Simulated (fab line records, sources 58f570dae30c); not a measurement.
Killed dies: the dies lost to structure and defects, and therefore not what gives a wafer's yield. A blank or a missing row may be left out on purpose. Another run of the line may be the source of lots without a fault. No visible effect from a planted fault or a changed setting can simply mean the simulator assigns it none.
fab line records	flow berkeley-cmos170
record lots=5	wafers=15	last-day=11
route steps=331 shown V1@260 M2@271
lots that met no fault: from a run of the same line without faults
start-h: hours from the record's opening day to when the first of the lot's shown wafers began	wait-h: hours elapsed since this lot's preceding step	" identical to the entry in the row above	L1.1+2: a row that stands for several wafers	- no value, or no start was given	* or withheld: withheld	< > ~ a bound
route shown NAME@n: NAME is a module with steps in the file, n the number in the route of the first one	usual: mean/standard deviation taken from wafers without a fault	same: alike in all rows	chamber/n: place in a boat	sites: each site's reading	_std_site: their standard deviation	_edge_site: mean of outer sites minus mean of inner sites	radius-mm: how far each site lies from the wafer's centre	mask NAME#n: copy n	behind: tool/chamber where the wafer was last shaped	hold: the reason the lot was held/the length of the hold in hours/how it ended	device: the transistor (n, p or np) that didn't switch	end of line: the same wafers' tests at the end of the route	where a step has no rows: the recipe by itself	killed: count of dies lost to structure and defects at first sort (not the wafer's yield)	map: dies across one wafer; x = killed, . = not, _ = none there
set.NAME: the setting the step ran with; set.NAME@STEP: the setting that earlier step ran with	model.NAME: the simulator's own value behind a step, which no gauge read
lots at selected steps of the route; one table per step, one row per wafer
services: when a tool's chamber went out of use (start-h, in hours from the record's first day, below 0 if earlier), for how many hours, and the reason
## steps
# step UCB170_V1_HMDS_06
# recipe prime-time-s=60	prime-temp-c=100
# step UCB170_V1_COAT_07
# recipe resist=KrF	spin-rpm=1500	resist-thk-nm=900
# step UCB170_V1_SOFTBAKE_08
# recipe resist=KrF	temp-c=130	time-s=60
# step UCB170_V1_EXPOSE_09
# recipe mask-id=VIA1	target-cd-nm=700	na=0.5	sigma-outer=0.6	source-shape=conventional	dose-mj=37
# step UCB170_V1_PEB_10
# recipe peb-temp-c=130	peb-time-s=withheld	resist=KrF
# step UCB170_V1_DEVELOP_11
# recipe developer=TMAH	develop-time-s=45	resist=KrF	dev-temp-c=21
# step UCB170_V1_CD_MEAS_12
# recipe target-cd-nm=700
# usual cd-nm=700.2/1.4
lot.wafer	tool	chamber	start-h	wait-h	cd-nm
L589.2	cd-sem-01	-	177.26	-	700.6
L589.4	"	-	"	"	701.9
L589.5	"	-	"	"	702.1
L596.3	cd-sem-02	-	209.24	-	697.7
L596.4	"	-	"	"	697.6
L596.6	"	-	"	"	697.6
L603.2	cd-sem-02	-	238.59	-	700.0
L603.4	"	-	"	"	700.2
L603.6	"	-	"	"	699.0
L601.3	cd-sem-01	-	241.79	-	700.2
L601.4	"	-	"	"	699.8
L601.6	"	-	"	"	701.7
L609.3	cd-sem-02	-	259.22	-	698.3
L609.5	"	-	"	"	696.8
L609.6	"	-	"	"	696.6
# step UCB170_V1_OVL_MEAS_13
# usual V1_OVL=-3/5.5
lot.wafer	tool	chamber	start-h	wait-h	V1_OVL[nm]
L589.2	overlay-01	-	177.36	0.1	-10
L589.4	"	-	"	"	-9
L589.5	"	-	"	"	-9
L596.3	overlay-01	-	209.33	0.1	8
L596.4	"	-	"	"	7
L596.6	"	-	"	"	13
L603.2	overlay-02	-	238.69	0.1	-8
L603.4	"	-	"	"	-4
L603.6	"	-	"	"	-12
L601.3	overlay-02	-	241.88	0.1	-2
L601.4	"	-	"	"	-11
L601.6	"	-	"	"	-12
L609.3	overlay-01	-	259.31	0.1	-7
L609.5	"	-	"	"	-9
L609.6	"	-	"	"	-2
# step UCB170_V1_ETCH_14
# recipe chemistry=CHF3/CF4/Ar	target=SiO2	stop-on=Al	CHF3_flow_sccm=45	cf4-flow-sccm=15	Ar_flow_sccm=150	pressure-mtorr=200	rf-w=700	target-depth-a=12500	over-etch-frac=0.25	time-s=291
# usual CHF3_flow_sccm=45.00/0.13	drypump-motor-current-A=5.8/0.43	oes-product-au=0.865/0.011	throttle-valve-pct=6.99/0.11
# same time-s=291
lot.wafer	tool	chamber	start-h	wait-h	CHF3_flow_sccm	drypump-motor-current-A	oes-product-au	rf-hours-counter-h	throttle-valve-pct
L589.2	rie-diel-04	1	177.39	0.0	44.88	6.3	0.871	20	7.01
L589.4	"	2	"	"	45.20	6.3	0.876	141	6.99
L589.5	"	1	"	"	45.02	6.3	0.864	-	7.02
L596.3	rie-diel-01	1	209.36	0.0	45.12	5.0	0.855	136	7.11
L596.4	"	3	"	"	44.89	5.6	0.857	-	6.88
L596.6	"	0	"	"	45.06	6.3	0.874	-	6.95
L603.2	rie-diel-01	3	238.72	0.0	44.91	5.6	0.857	16	6.86
L603.4	"	2	"	"	45.01	5.7	0.867	-	6.96
L603.6	"	0	"	"	45.26	6.3	0.876	-	6.94
L601.3	rie-diel-02	1	241.91	0.0	44.86	5.9	0.869	81	7.09
L601.4	"	2	"	"	44.85	6.4	0.848	15	7.11
L601.6	"	0	"	"	45.08	6.0	0.855	-	6.91
L609.3	rie-diel-01	3	259.33	0.0	44.92	5.6	0.854	17	6.88
L609.5	"	2	"	"	45.04	5.7	0.870	-	6.95
L609.6	"	3	"	"	44.67	5.7	0.857	-	6.88
# step UCB170_V1_STRIP_15
# recipe chemistry=O2	power-w=400	pressure-mtorr=3500	platen-temp-c=withheld	o2-flow-sccm=400	overash-fraction=0.5
# usual drypump-motor-current-A=5.8/0.42	oes-product-au=0.721/0.0047	strip-time-to-endpoint-s=15.35/0.15
lot.wafer	tool	chamber	start-h	wait-h	drypump-motor-current-A	oes-product-au	rf-hours-counter-h	strip-time-to-endpoint-s
L589.2	plasma-asher-04	1	177.57	0.1	6.5	0.726	46	15.30
L589.4	"	1	"	"	6.5	0.719	-	15.53
L589.5	"	0	"	"	5.9	0.725	-	15.20
L596.3	plasma-asher-04	0	209.57	0.1	5.9	0.726	-	15.45
L596.4	"	1	"	"	6.5	0.714	-	15.07
L596.6	"	0	"	"	5.9	0.721	-	15.29
L603.2	plasma-asher-02	1	238.90	0.1	5.6	0.715	53	15.16
L603.4	"	0	"	"	5.9	0.721	-	15.39
L603.6	"	0	"	"	5.9	0.718	-	15.17
L601.3	plasma-asher-04	1	242.12	0.1	6.6	0.723	-	15.27
L601.4	"	0	"	"	5.9	0.713	-	15.58
L601.6	"	1	"	"	6.5	0.713	-	15.35
L609.3	plasma-asher-01	0	259.54	0.1	5.4	0.726	-	15.11
L609.5	"	1	"	"	5.5	0.720	-	15.52
L609.6	"	0	"	"	5.4	0.727	-	15.11
# step UCB170_V1_CD_MEAS_90
# recipe target-cd-nm=700
# usual cd-nm=699.7/1.5
lot.wafer	tool	chamber	start-h	wait-h	cd-nm
L589.2	cd-sem-01	-	177.69	0.1	700.2
L589.4	"	-	"	"	703.3
L589.5	"	-	"	"	701.9
L596.3	cd-sem-01	-	209.68	0.1	695.9
L596.4	"	-	"	"	698.7
L596.6	"	-	"	"	697.7
L603.2	cd-sem-02	-	239.02	0.1	700.2
L603.4	"	-	"	"	699.3
L603.6	"	-	"	"	698.3
L601.3	cd-sem-02	-	242.22	0.1	699.9
L601.4	"	-	"	"	699.9
L601.6	"	-	"	"	702.4
L609.3	cd-sem-02	-	259.65	0.1	698.7
L609.5	"	-	"	"	696.2
L609.6	"	-	"	"	696.1
# step UCB170_M2_PRE_CLEAN_00
# recipe gas=Ar	preclean-etch-time-s=60
# step UCB170_M2_SPUTTER_01
# recipe material=Al	target-thk-nm=900	time-s=120	power-w=6000	chamber-pressure-pa=0.5
# usual throttle-valve-pct=29.9/1.1
lot.wafer	tool	chamber	start-h	wait-h	throttle-valve-pct	model.Al_of_M2_SPUTTER_01.thk-nm
L589.2	pvd-sputter-02	-	177.86	0.0	29.7	899.5
L589.4	"	-	"	"	30.1	914.9
L589.5	"	-	"	"	29.8	917.7
L596.3	pvd-sputter-03	-	209.82	0.0	27.9	927
L596.4	"	-	"	"	30.9	900.4
L596.6	"	-	"	"	28.4	909.9
L603.2	pvd-sputter-03	-	239.19	0.0	29.9	912.9
L603.4	"	-	"	"	28.0	926.1
L603.6	"	-	"	"	28.7	1552
L601.3	pvd-sputter-04	-	242.37	0.0	31.0	911.4
L601.4	"	-	"	"	29.9	911.2
L601.6	"	-	"	"	30.5	922.3
L609.3	pvd-sputter-02	-	259.80	0.0	30.1	900
L609.5	"	-	"	"	31.3	910.9
L609.6	"	-	"	"	29.9	912.5
# step UCB170_M2_RS_MEAS_02
# recipe thk-meas-gauge=four-point-probe	reads=Al_of_M2_SPUTTER_01
# usual M2_AL_RS=0.0319/0.00044
lot.wafer	tool	chamber	start-h	wait-h	M2_AL_RS[ohm/sq]
L589.2	film-metro-04	-	177.96	0.1	0.0322
L589.4	"	-	"	"	0.0316
L589.5	"	-	"	"	0.0316
L596.3	film-metro-02	-	209.95	0.1	0.0312
L596.4	"	-	"	"	0.0321
L596.6	"	-	"	"	0.0317
L603.2	film-metro-02	-	239.29	0.1	0.0317
L603.4	"	-	"	"	0.0312
L603.6	"	-	"	"	0.0185
L601.3	film-metro-03	-	242.49	0.1	0.0318
L601.4	"	-	"	"	0.0318
L601.6	"	-	"	"	0.0314
L609.3	film-metro-04	-	259.92	0.1	0.0321
L609.5	"	-	"	"	0.0318
L609.6	"	-	"	"	0.0318
# step UCB170_M2_THK_MEAS_03
# recipe thk-meas-gauge=xrf	reads=Al_of_M2_SPUTTER_01
# usual M2_AL_THK=917/13
lot.wafer	tool	chamber	start-h	wait-h	M2_AL_THK[nm]
L589.2	film-metro-04	-	178.07	0.1	925
L589.4	"	-	"	"	932
L589.5	"	-	"	"	929
L596.3	film-metro-02	-	210.05	0.1	923
L596.4	"	-	"	"	897
L596.6	"	-	"	"	907
L603.2	film-metro-02	-	239.40	0.1	925
L603.4	"	-	"	"	937
L603.6	"	-	"	"	1571
L601.3	film-metro-03	-	242.59	0.1	925
L601.4	"	-	"	"	920
L601.6	"	-	"	"	925
L609.3	film-metro-04	-	260.02	0.1	912
L609.5	"	-	"	"	930
L609.6	"	-	"	"	927
# step UCB170_M2_HMDS_04
# recipe prime-time-s=60	prime-temp-c=100
# step UCB170_M2_COAT_05
# recipe resist=KrF	spin-rpm=1500	resist-thk-nm=900
# step UCB170_M2_SOFTBAKE_06
# recipe resist=KrF	temp-c=130	time-s=60
# step UCB170_M2_STRIP_07
# recipe chemistry=O2	power-w=400	pressure-mtorr=3500	platen-temp-c=withheld	o2-flow-sccm=400	overash-fraction=0.5
# usual drypump-motor-current-A=5.8/0.34	oes-product-au=0.735/0.0052	strip-time-to-endpoint-s=21.98/0.069
lot.wafer	tool	chamber	start-h	wait-h	drypump-motor-current-A	oes-product-au	rf-hours-counter-h	strip-time-to-endpoint-s
L589.2	plasma-asher-03	0	178.57	0.1	5.5	0.739	41	22.04
L589.4	"	1	"	"	5.7	0.730	-	21.99
L589.5	"	0	"	"	5.5	0.730	-	21.98
L596.3	plasma-asher-04	1	210.96	0.1	6.5	0.741	-	21.95
L596.4	"	0	"	"	5.9	0.724	-	22.00
L596.6	"	1	"	"	6.5	0.726	-	22.00
L603.2	plasma-asher-04	0	240.28	0.1	5.9	0.725	54	22.03
L603.4	"	0	"	"	5.9	0.734	-	22.02
L603.6	"	1	"	"	6.6	0.731	-	22.00
L601.3	plasma-asher-02	1	243.23	0.1	5.6	0.731	-	21.99
L601.4	"	0	"	"	5.9	0.735	-	22.01
L601.6	"	1	"	"	5.5	0.745	-	21.97
L609.3	plasma-asher-02	1	260.95	0.1	5.5	0.730	-	22.06
L609.5	"	0	"	"	5.9	0.738	-	22.03
L609.6	"	1	"	"	5.6	0.734	-	22.05
# step UCB170_M2_STRIP_08
# recipe chemistry=DMSO	temp-c=80	time-s=600	material=KrF
# step UCB170_M2_COAT_09
# recipe resist=BARC	temp-c=withheld	time-s=withheld	spin-rpm=3000	resist-thk-nm=withheld
# step UCB170_M2_COAT_10
# recipe resist=KrF	spin-rpm=1500	resist-thk-nm=900
# step UCB170_M2_SOFTBAKE_11
# recipe resist=KrF	temp-c=130	time-s=60
# step UCB170_M2_EXPOSE_12
# recipe mask-id=METAL2	target-cd-nm=700	na=0.5	sigma-outer=0.6	source-shape=conventional	dose-mj=26
# step UCB170_M2_PEB_13
# recipe peb-temp-c=130	peb-time-s=withheld	resist=KrF
# step UCB170_M2_DEVELOP_14
# recipe developer=TMAH	develop-time-s=45	resist=KrF	dev-temp-c=21
# step UCB170_M2_CD_MEAS_15
# recipe target-cd-nm=700
# usual cd-nm=700.3/1.3
lot.wafer	tool	chamber	start-h	wait-h	cd-nm
L589.2	cd-sem-02	-	180.07	-	699.8
L589.4	"	-	"	"	699.9
L589.5	"	-	"	"	698.9
L596.3	cd-sem-02	-	213.08	-	698.9
L596.4	"	-	"	"	699.9
L596.6	"	-	"	"	699.9
L603.2	cd-sem-02	-	242.32	-	700.8
L603.4	"	-	"	"	702.0
L603.6	"	-	"	"	700.4
L601.3	cd-sem-01	-	244.42	-	699.6
L601.4	"	-	"	"	699.9
L601.6	"	-	"	"	700.2
L609.3	cd-sem-02	-	263.13	-	701.0
L609.5	"	-	"	"	699.5
L609.6	"	-	"	"	700.7
# step UCB170_M2_OVL_MEAS_16
# usual M2_OVL=-3/5
lot.wafer	tool	chamber	start-h	wait-h	M2_OVL[nm]
L589.2	overlay-02	-	180.18	0.1	11
L589.4	"	-	"	"	3
L589.5	"	-	"	"	0
L596.3	overlay-01	-	213.18	0.1	0
L596.4	"	-	"	"	1
L596.6	"	-	"	"	2
L603.2	overlay-01	-	242.43	0.1	7
L603.4	"	-	"	"	1
L603.6	"	-	"	"	0
L601.3	overlay-02	-	244.51	0.1	1
L601.4	"	-	"	"	-10
L601.6	"	-	"	"	-7
L609.3	overlay-02	-	263.22	0.1	-2
L609.5	"	-	"	"	-4
L609.6	"	-	"	"	-11
# step UCB170_M2_ETCH_17
# recipe chemistry=N2/H2	target-depth-a=withheld	overetch-a=withheld	target=BARC	time-s=withheld	source-w=500	bias-w=100	pressure-mtorr=30	n2-flow-sccm=100	h2-flow-sccm=200
# usual bias-w=100.0/0.3	drypump-motor-current-A=5.8/0.43	oes-product-au=0.986/0.02	throttle-valve-pct=13.33/0.18
lot.wafer	tool	chamber	start-h	wait-h	bias-w	drypump-motor-current-A	oes-product-au	throttle-valve-pct
L589.2	rie-diel-01	3	180.21	0.0	100.3	5.6	0.984	13.17
L589.4	"	2	"	"	100.0	5.7	0.978	13.46
L589.5	"	2	"	"	100.3	5.7	0.989	13.47
L596.3	rie-diel-03	3	213.20	0.0	100.1	5.6	0.993	13.51
L596.4	"	0	"	"	99.5	6.5	0.978	13.22
L596.6	"	2	"	"	100.0	5.8	0.984	13.46
L603.2	rie-diel-03	3	242.46	0.0	99.9	5.6	0.984	13.51
L603.4	"	1	"	"	99.9	5.4	1.023	13.23
L603.6	"	2	"	"	100.2	5.8	0.978	13.45
L601.3	rie-diel-01	3	244.54	0.0	99.7	5.6	0.978	13.15
L601.4	"	2	"	"	100.4	5.7	0.950	13.38
L601.6	"	3	"	"	99.8	5.7	0.981	13.17
L609.3	rie-diel-04	1	263.25	0.0	100.0	6.4	1.003	13.54
L609.5	"	3	"	"	100.0	5.3	1.007	12.99
L609.6	"	0	"	"	100.0	6.0	0.981	13.43
# step UCB170_M2_METAL_ETCH_18
# recipe chemistry=Cl2/BCl3	target=Al	stop-on=SiO2	pressure-mtorr=12	target-depth-a=11700	over-etch-frac=0.3	time-s=195	icp-w=600	bias-w=120	Cl2_flow_sccm=90	bcl3-flow-sccm=45
# usual bias-w=120.0/0.38	drypump-motor-current-A=5.5/0.39	oes-product-au=0.857/0.017	throttle-valve-pct=24.39/0.26
# same time-s=195
lot.wafer	tool	chamber	start-h	wait-h	bias-w	drypump-motor-current-A	oes-product-au	rf-hours-counter-h	throttle-valve-pct
L589.2	rie-metal-01	1	180.25	-	120.1	6.1	0.876	11	24.66
L589.4	"	1	"	"	120.2	6.1	0.887	-	24.66
L589.5	"	0	"	"	119.6	5.9	0.839	-	24.68
L596.3	rie-metal-04	1	213.30	-	120.0	5.3	0.876	-	23.97
L596.4	"	0	"	"	119.5	5.3	0.851	-	24.22
L596.6	"	0	"	"	119.6	5.3	0.856	-	24.22
L603.2	rie-metal-02	0	242.50	-	120.1	5.0	0.855	7	24.53
L603.4	"	0	"	"	119.6	5.0	0.870	-	24.52
L603.6	"	1	"	"	120.0	5.2	0.971	-	24.20
L601.3	rie-metal-04	0	244.64	-	120.1	5.3	0.860	-	24.20
L601.4	"	1	"	"	120.1	5.3	0.868	-	23.97
L601.6	"	1	"	"	120.5	5.3	0.867	-	23.97
L609.3	rie-metal-04	0	263.35	-	120.0	5.3	0.851	-	24.19
L609.5	"	1	"	"	120.2	5.3	0.865	-	23.96
L609.6	"	0	"	"	120.4	5.3	0.855	-	24.20
# step UCB170_M2_STRIP_19
# recipe chemistry=O2	power-w=400	pressure-mtorr=3500	platen-temp-c=withheld	o2-flow-sccm=400	overash-fraction=0.5
# usual drypump-motor-current-A=5.9/0.36	oes-product-au=0.551/0.0079
lot.wafer	tool	chamber	start-h	wait-h	drypump-motor-current-A	oes-product-au	rf-hours-counter-h
L589.2	plasma-asher-04	1	180.44	0.1	6.6	0.553	47
L589.4	"	1	"	"	6.5	0.548	-
L589.5	"	1	"	"	6.6	0.559	-
L596.3	plasma-asher-04	0	213.46	0.1	5.9	0.543	-
L596.4	"	1	"	"	6.5	0.555	-
L596.6	"	0	"	"	5.9	0.554	-
L603.2	plasma-asher-04	1	242.69	0.1	6.5	0.554	54
L603.4	"	1	"	"	6.5	0.537	-
L603.6	"	0	"	"	5.9	0.551	-
L601.3	plasma-asher-03	1	244.80	0.1	5.7	0.548	-
L601.4	"	0	"	"	5.5	0.552	-
L601.6	"	0	"	"	5.5	0.549	-
L609.3	plasma-asher-02	0	263.51	0.1	5.9	0.563	-
L609.5	"	0	"	"	5.9	0.543	-
L609.6	"	1	"	"	5.5	0.551	-
## services
tool	chamber	start-h	hours	kind
rie-diel-01	0	156.01	6.6	repair
pvd-sputter-02	-	157.53	2.8	repair
rie-diel-01	3	162.95	6.2	repair
rie-diel-03	0	164.36	-	clean
rie-diel-03	0	164.36	23.3	scheduled-down
rie-diel-03	0	164.36	23.3	vent-cycle
rie-diel-02	1	168.39	8.0	repair
rie-diel-04	1	179.49	4.3	repair
plasma-asher-02	-	197.89	0.8	repair
rie-diel-01	2	199.48	-	clean
rie-diel-01	2	199.48	15.7	scheduled-down
rie-diel-01	2	199.48	15.7	vent-cycle
rie-metal-04	-	216.16	2.8	pm
plasma-asher-04	-	218.20	1.5	repair
rie-diel-04	2	232.41	-	clean
rie-diel-04	2	232.41	16.2	scheduled-down
rie-diel-01	2	232.74	5.2	repair
rie-diel-02	-	233.14	2.8	pm
plasma-asher-02	-	237.39	1.4	repair
rie-diel-01	1	238.00	-	clean
rie-diel-01	1	238.00	15.5	scheduled-down
rie-diel-01	1	238.00	15.5	vent-cycle
pvd-sputter-03	-	243.58	1.7	repair
pvd-sputter-04	-	247.46	16.0	repair
## key
first-sign step=UCB170_M2_RS_MEAS_02	reading=M2_AL_RS	direction=down	sigmas=30	usual=0.0319	struck=0.0185
effect step=UCB170_M2_THK_MEAS_03	reading=M2_AL_THK	direction=up	sigmas=49	usual=917	struck=1571
effect step=UCB170_M2_METAL_ETCH_18	reading=oes-product-au	direction=up	sigmas=6.6	usual=0.857	struck=0.971
model-effect step=UCB170_M2_SPUTTER_01	value=Al_of_M2_SPUTTER_01.thk-nm	without=904.4	struck=1552
met-at UCB170_M2_SPUTTER_01
struck-wafers L603.6
later-rows-left-out L603.6
sort-left-out L603.6
onset-between 209.82 239.19
fault kind=process-parameter-drift	tool=pvd-sputter-03	chamber=-	onset-h=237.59	steps=UCB170_M2_SPUTTER_01	channel=target-thk-nm	offset=647.48	shape=step	end-h=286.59	acts-in=these-recipes-only	stated=900	scope=struck-wafers-only
# sort-left-out: the simulated sort isn't trusted on such a fault, so these wafers' sort isn't shown, and their yield isn't known
# later-rows-left-out: the simulator's readings of these wafers behind a module that went badly wrong aren't trusted and aren't shown, but for the sort
